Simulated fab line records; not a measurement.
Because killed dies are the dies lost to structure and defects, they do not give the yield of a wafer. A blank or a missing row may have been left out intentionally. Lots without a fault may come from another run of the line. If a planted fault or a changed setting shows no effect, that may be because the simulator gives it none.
Which tool did it? ; flow berkeley cmos170 ; 14 lots with 42 wafers sampled at 4 steps, on a route of 331 steps

WHAT THE GAUGES SHOWED, per wafer
UCB170_NWELL_OVL_MEAS_12. Usual: for NWELL_OVL the level is -1 nm and the standard deviation is 4.8.
lot;measured;on;NWELL_OVL (nm);flag
L452;day 2 20:29;overlay-02;-2 2 -1;
L453;day 3 06:13;overlay-01;-7 -5 -11;
L456;day 3 14:32;overlay-01;13 0 0;
L455;day 3 14:47;overlay-02;-6 4 0;
L454;day 3 14:47;overlay-01;3 2 -3;
L457;day 4 05:14;overlay-02;1 0 -8;
L459;day 4 11:14;overlay-02;0 7 2;
L461;day 4 11:31;overlay-01;-4 0 -1;
L462;day 4 21:55;overlay-02;2 3 6;
L463;day 4 22:26;overlay-01;-2 2 -5;
L464;day 5 06:21;overlay-01;-3 -5 -7;
L471;day 6 13:09;overlay-02;7 -7 0;
L472;day 6 22:39;overlay-01;4 -6 -6;
L474;day 7 05:17;overlay-01;5 3 5;

UCB170_PWELL_OVL_MEAS_13. Usual: for PWELL_OVL the level is 1 nm and the standard deviation is 6.6.
lot;measured;on;PWELL_OVL (nm);flag
L452;day 3 15:56;overlay-02;-9 -5 -9;
L453;day 3 23:44;overlay-01;0 -1 7;
L456;day 4 13:56;overlay-02;3 0 2;
L455;day 4 14:14;overlay-01;-5 -15 -1;
L454;day 4 14:21;overlay-02;6 9 22;
L457;day 4 22:11;overlay-02;5 -3 -4;
L459;day 5 06:59;overlay-02;5 14 10;
L461;day 5 07:15;overlay-01;10 4 5;
L462;day 5 18:29;overlay-01;-17 -13 -8;
L463;day 5 18:37;overlay-02;-2 -8 1;
L464;day 6 04:56;overlay-01;-1 -2 -3;
L471;day 7 07:28;overlay-01;-7 0 -16;
L472;day 7 19:00;overlay-01;-2 -6 10;
L474;day 8 02:12;overlay-01;1 9 -1;

UCB170_CONTACT_THK_MEAS_02. Usual: for CONTACT_PSG_THK the level is 698 nm and the standard deviation is 5.9.
lot;measured;on;CONTACT_PSG_THK (nm);flag
L452;day 8 03:24;film metro-03;694 692 690;
L453;day 8 05:10;film metro-03;694 693 696;
L456;day 9 06:09;film metro-03;706 705 705;
L455;day 9 06:14;film metro-04;705 703 707;
L454;day 9 04:26;film metro-03;699 698 700;
L457;day 9 06:10;film metro-04;699 698 694;
L459;day 9 23:24;film metro-04;699 695 695;
L461;day 9 23:23;film metro-01;700 693 703;
L462;day 10 00:39;film metro-04;697 700 703;
L463;day 9 23:28;film metro-03;696 690 692;
L464;day 11 01:40;film metro-04;691 694 699;
L471;day 12 23:42;film metro-04;879 884 887;OFF
L472;day 13 05:06;film metro-04;874 882 882;OFF
L474;day 13 16:44;film metro-04;698 696 699;

EACH LOT AND THE TOOL THAT RAN IT (in order: tool; ch and the chambers of the sampled wafers; start)
lot;UCB170_CONTACT_CVD_01
L452;lpcvd-02 ch 0, day 8 01:37
L453;lpcvd-02 ch 1, day 8 03:23
L456;lpcvd-02 ch 1, day 9 04:22
L455;lpcvd-02 ch 1, day 9 04:22
L454;lpcvd-01 ch 1, day 9 02:39
L457;lpcvd-02 ch 0, day 9 04:22
L459;lpcvd-01 ch 1, day 9 21:37
L461;lpcvd-01 ch 1, day 9 21:37
L462;lpcvd-02 ch 0, day 9 22:52
L463;lpcvd-01 ch 1, day 9 21:37
L464;lpcvd-01 ch 0, day 10 23:53
L471;lpcvd-01 ch 0, day 12 21:55
L472;lpcvd-01 ch 0, day 13 03:19
L474;lpcvd-02 ch 0, day 13 14:57
- UCB170_CONTACT_CVD_01: deposits PSG from SiH4/O2/PH3, target thk 700 nm, time 2820 s.

AS READ BY THE TOOLS THEMSELVES (means over the sampled wafers that have a number; for cases with no such wafer, the mark the record gives instead)
UCB170_CONTACT_CVD_01. Usual: susceptor temp C 450.02 C, standard deviation 0.23; zone power source pct 6.6 %, standard deviation 0.66.
lot;tool;susceptor temp C (C);zone power source pct (%);flag
L452;lpcvd-02;450.19;6.9;
L453;lpcvd-02;450.27;7.6;
L456;lpcvd-02;450.11;7.5;
L455;lpcvd-02;449.91;7.6;
L454;lpcvd-01;450.08;5.9;
L457;lpcvd-02;450.31;6.9;
L459;lpcvd-01;449.48;5.9;
L461;lpcvd-01;449.74;5.9;
L462;lpcvd-02;450.22;6.8;
L463;lpcvd-01;449.89;5.9;
L464;lpcvd-01;449.99;6.0;
L471;lpcvd-01;449.73;6.0;
L472;lpcvd-01;450.20;5.9;
L474;lpcvd-02;449.99;6.8;

THE ANSWER, worked out from the rows above alone
Rule: a lot counts as off when the mean over its wafers that have a number is more than 3 standard deviations away from the usual mean. Also off: a lot with no number at a reading for which 4 or more lots have one. Any other lot the step has rows for is counted as sound. Order of review: gauges by route order, followed by the tools' own readings, for which a lot's mean as printed above is used. The first step at which some lot is off is used, and at that step the reading that is off furthest; a lot without a number counts as furthest.
Off: at UCB170_CONTACT_THK_MEAS_02 (CONTACT_PSG_THK), L471, L472.
A tool fits if, at a process step before that reading, it ran every lot that is off, and no sound lot after the first of them. Gauges at UCB170_CONTACT_THK_MEAS_02: tried the same way as those tools. One fits: UCB170_CONTACT_CVD_01 on lpcvd-01. Its last sound lot is L464 (day 10 23:53), its first lot that is off L471 (day 12 21:55): a fault that began between those two fits.

WHAT THE SIMULATOR HAD INSERTED
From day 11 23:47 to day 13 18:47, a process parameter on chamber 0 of lpcvd-01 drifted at UCB170_CONTACT_CVD_01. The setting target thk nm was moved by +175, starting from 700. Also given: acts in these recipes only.
Shown lots that were struck: L471, L472. Same finding as the rule above.
